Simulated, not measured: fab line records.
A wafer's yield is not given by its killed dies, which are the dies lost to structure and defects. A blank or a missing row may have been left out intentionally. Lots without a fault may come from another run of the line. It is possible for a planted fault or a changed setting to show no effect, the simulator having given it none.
Which tool was responsible? ; flow berkeleyCmos170 ; 45 wafers from 15 lots sampled at 6 of the route's 331 steps

== WHAT THE GAUGES SHOWED, per wafer ==
UCB170_SPACER_THK_MEAS_01.
lot;measured;on;SPACER_TEOS_THK (nm)
L257;day 7 19:47;filmMetro-02;376 372 382
L260;day 7 23:09;filmMetro-04;371 367 376
L264;day 9 11:15;filmMetro-03;371 376 375
L265;day 9 11:48;filmMetro-04;377 375 376
L263;day 9 11:58;filmMetro-03;379 384 387
L270;day 10 13:14;filmMetro-02;374 377 380
L272;day 11 04:01;filmMetro-02;368 375 374
L271;day 11 04:01;filmMetro-04;381 381 384
L274;day 11 04:35;filmMetro-02;373 378 379
L275;day 11 04:35;filmMetro-04;371 369 379
L276;day 11 20:44;filmMetro-04;378 380 377
L279;day 11 21:03;filmMetro-02;372 377 380
L278;day 11 21:19;filmMetro-03;370 376 371
L277;day 11 21:48;filmMetro-04;376 377 378
L280;day 12 13:43;filmMetro-04;370 374 373

UCB170_CONTACT_THK_MEAS_02.
lot;measured;on;CONTACT_PSG_THK (nm)
L257;day 8 14:57;filmMetro-04;712 713 712
L260;day 8 14:53;filmMetro-04;707 704 701
L264;day 10 01:44;filmMetro-03;573 567 569
L265;day 10 01:45;filmMetro-04;584 571 575
L263;day 10 01:44;filmMetro-01;569 576 573
L270;day 11 04:33;filmMetro-01;701 708 704
L272;day 12 09:56;filmMetro-03;687 695 694
L271;day 12 05:54;filmMetro-03;711 704 702
L274;day 12 09:58;filmMetro-01;692 694 693
L275;day 12 09:54;filmMetro-04;693 694 697
L276;day 12 15:55;filmMetro-01;701 698 704
L279;day 12 15:58;filmMetro-03;700 698 702
L278;day 12 15:59;filmMetro-01;694 692 687
L277;day 12 15:56;filmMetro-04;702 700 701
L280;day 13 10:21;filmMetro-03;704 705 701

UCB170_V1_BOW_MEAS_03.
lot;measured;on;V1_BOW (um)
L257;day 8 22:41;filmMetro-04;21 10 15
L260;day 8 22:59;filmMetro-04;5 14 1
L264;day 10 09:47;filmMetro-03;25 25 15
L265;day 10 09:50;filmMetro-04;18 14 14
L263;day 10 10:05;filmMetro-02;12 25 21
L270;day 11 10:35;filmMetro-04;11 20 10
L272;day 12 17:35;filmMetro-04;9 15 14
L271;day 12 13:21;filmMetro-02;24 17 24
L274;day 12 17:55;filmMetro-04;17 24 5
L275;day 12 16:15;filmMetro-04;20 1 8
L276;day 12 23:32;filmMetro-02;29 27 16
L279;day 13 02:14;filmMetro-04;12 6 8
L278;day 13 02:13;filmMetro-03;26 36 16
L277;day 13 00:53;filmMetro-04;20 26 18
L280;day 13 17:21;filmMetro-02;20 17 14

UCB170_V2_THK_MEAS_04.
lot;measured;on;V2_POLISHED_THK (nm)
L257;day 9 07:22;filmMetro-03;1000.7 1000.1 1000.0
L260;day 9 07:52;filmMetro-03;999.3 1001.0 1001.2
L264;day 10 15:57;filmMetro-01;1000.6 1000.1 999.1
L265;day 10 16:21;filmMetro-03;1000.7 1000.2 1001.6
L263;day 10 16:34;filmMetro-01;1001.4 998.8 998.8
L270;day 11 15:39;filmMetro-03;1000.0 1000.8 1002.2
L272;day 13 04:14;filmMetro-01;999.7 1000.2 1002.5
L271;day 12 18:26;filmMetro-03;1001.7 1000.7 1000.8
L274;day 13 04:58;filmMetro-03;998.7 1000.5 999.5
L275;day 13 02:38;filmMetro-03;999.0 998.7 999.1
L276;day 13 08:41;filmMetro-03;1000.7 1000.8 1000.3
L279;day 13 13:02;filmMetro-01;1000.0 1000.1 1001.0
L278;day 13 13:16;filmMetro-01;1000.2 999.9 1000.9
L277;day 13 09:27;filmMetro-03;999.5 999.5 999.8
L280;day 14 01:05;filmMetro-04;999.2 1002.2 998.0

== EACH LOT AND THE TOOL THAT RAN IT (in order: tool; ch and the chambers of the sampled wafers; start) ==
lot;UCB170_CONTACT_CVD_01;UCB170_CONTACT_ETCH_18
L257;lpcvd-01 ch 0, day 8 13:07;rieDiel-03 ch 0,1,2, day 8 22:41 or earlier
L260;lpcvd-01 ch 1, day 8 13:07;rieDiel-02 ch 0,1,2, day 8 22:59 or earlier
L264;lpcvd-01 ch 1, day 9 23:57;rieDiel-01 ch 0,2, day 10 09:47 or earlier
L265;lpcvd-01 ch 1, day 9 23:57;rieDiel-02 ch 1,2, day 10 09:50 or earlier
L263;lpcvd-01 ch 0, day 9 23:57;rieDiel-03 ch 0,1,2, day 10 10:05 or earlier
L270;lpcvd-02 ch 0, day 11 02:46;rieDiel-03 ch 0,3, day 11 10:35 or earlier
L272;lpcvd-02 ch 1, day 12 05:53;rieDiel-03 ch 0,1, day 12 17:35 or earlier
L271;lpcvd-02 ch 0, day 12 03:13;rieDiel-01 ch 1,2, day 12 13:21 or earlier
L274;lpcvd-02 ch 0, day 12 05:53;rieDiel-01 ch 0,1,2, day 12 17:55 or earlier
L275;lpcvd-02 ch 0, day 12 05:53;rieDiel-01 ch 0,2,3, day 12 16:15 or earlier
L276;lpcvd-01 ch 1, day 12 14:08;rieDiel-02 ch 0,1,3, day 12 23:32 or earlier
L279;lpcvd-01 ch 0, day 12 14:08;rieDiel-03 ch 0,1,2, day 13 02:14 or earlier
L278;lpcvd-01 ch 0, day 12 14:08;rieDiel-01 ch 1,2,3, day 13 02:13 or earlier
L277;lpcvd-01 ch 0, day 12 14:08;rieDiel-01 ch 1,2, day 13 00:53 or earlier
L280;lpcvd-01 ch 1, day 13 08:30;rieDiel-03 ch 1,2,3, day 13 17:21 or earlier
- UCB170_CONTACT_CVD_01: deposits PSG from SiH4/O2/PH3, target thk 700 nm, time 2820 s.
- UCB170_CONTACT_ETCH_18: etches PSG in CHF3/CF4/Ar, stops on TiSi2, target depth 840 nm, time 195 s.

== WHAT THE TOOLS THEMSELVES READ (means of the sampled wafers that have a number; where no wafer has one, the mark that the record gives instead) ==
UCB170_CONTACT_CVD_01.
lot;tool;sih4FlowSccm (sccm);susceptorTempC (C)
L257;lpcvd-01;60.17;449.97
L260;lpcvd-01;59.95;449.62
L264;lpcvd-01;29.69;449.90
L265;lpcvd-01;30.05;449.76
L263;lpcvd-01;30.04;450.11
L270;lpcvd-02;60.01;449.85
L272;lpcvd-02;59.87;450.17
L271;lpcvd-02;60.03;450.29
L274;lpcvd-02;59.92;449.82
L275;lpcvd-02;59.88;450.13
L276;lpcvd-01;59.99;449.82
L279;lpcvd-01;60.07;450.18
L278;lpcvd-01;59.93;449.93
L277;lpcvd-01;60.21;450.13
L280;lpcvd-01;59.73;450.05

UCB170_CONTACT_ETCH_18.
lot;tool;CHF3_flow_sccm (sccm);drypumpMotorCurrentA (A);oesProductAu (a.u.);throttleValvePct (%)
L257;rieDiel-03;44.99;5.5;0.898;6.90
L260;rieDiel-02;45.01;6.2;0.907;6.96
L264;rieDiel-01;44.92;6.3;0.808;7.16
L265;rieDiel-02;45.07;6.5;0.802;6.96
L263;rieDiel-03;45.01;5.5;0.800;6.92
L270;rieDiel-03;44.99;6.3;0.896;6.84
L272;rieDiel-03;45.04;5.9;0.881;6.92
L271;rieDiel-01;45.13;5.1;0.906;7.09
L274;rieDiel-01;44.88;5.7;0.901;7.12
L275;rieDiel-01;44.94;6.2;0.905;7.11
L276;rieDiel-02;44.91;6.3;0.904;6.90
L279;rieDiel-03;44.82;5.5;0.891;6.91
L278;rieDiel-01;44.90;5.6;0.901;7.07
L277;rieDiel-01;45.04;5.5;0.901;7.13
L280;rieDiel-03;45.11;5.5;0.903;6.92

== THE ANSWER, worked out from the rows above alone ==
Rule: usual is defined by the lots themselves. The widest of any qualifying gaps counts: lots, ordered by their means at a reading, are off when they make up no more than a third of the lots, leave a main group of 4 or more, and stand apart from it by 3 or more times the standard deviation of that group's means. A main group is skipped when, at the precision printed for the reading in the tables above, its means are all equal. Also off: a lot with no number at a reading for which 4 or more lots have one. Where the step has rows for the other lots, those lots are counted as sound. The gauges are gone through in route order, then the tools' own readings, and for those a lot's mean is taken as printed above. The first step at which some lot is off is used, and at that step the reading that is off furthest; a lot without a number counts as furthest.
Off: L264, L265, L263, at UCB170_CONTACT_THK_MEAS_02 (CONTACT_PSG_THK). Mean 700 nm and standard deviation 6.2 in the main group.
If a tool, at a process step before that reading, ran all the lots that are off and no sound lot after the first of them, it fits. The gauges at UCB170_CONTACT_THK_MEAS_02 aren't tried: what is off there is off at UCB170_CONTACT_CVD_01 too, on other tools, and a gauge's error can't cause that. Of those tried, none fits.

== WHAT THE SIMULATOR PUT IN ==
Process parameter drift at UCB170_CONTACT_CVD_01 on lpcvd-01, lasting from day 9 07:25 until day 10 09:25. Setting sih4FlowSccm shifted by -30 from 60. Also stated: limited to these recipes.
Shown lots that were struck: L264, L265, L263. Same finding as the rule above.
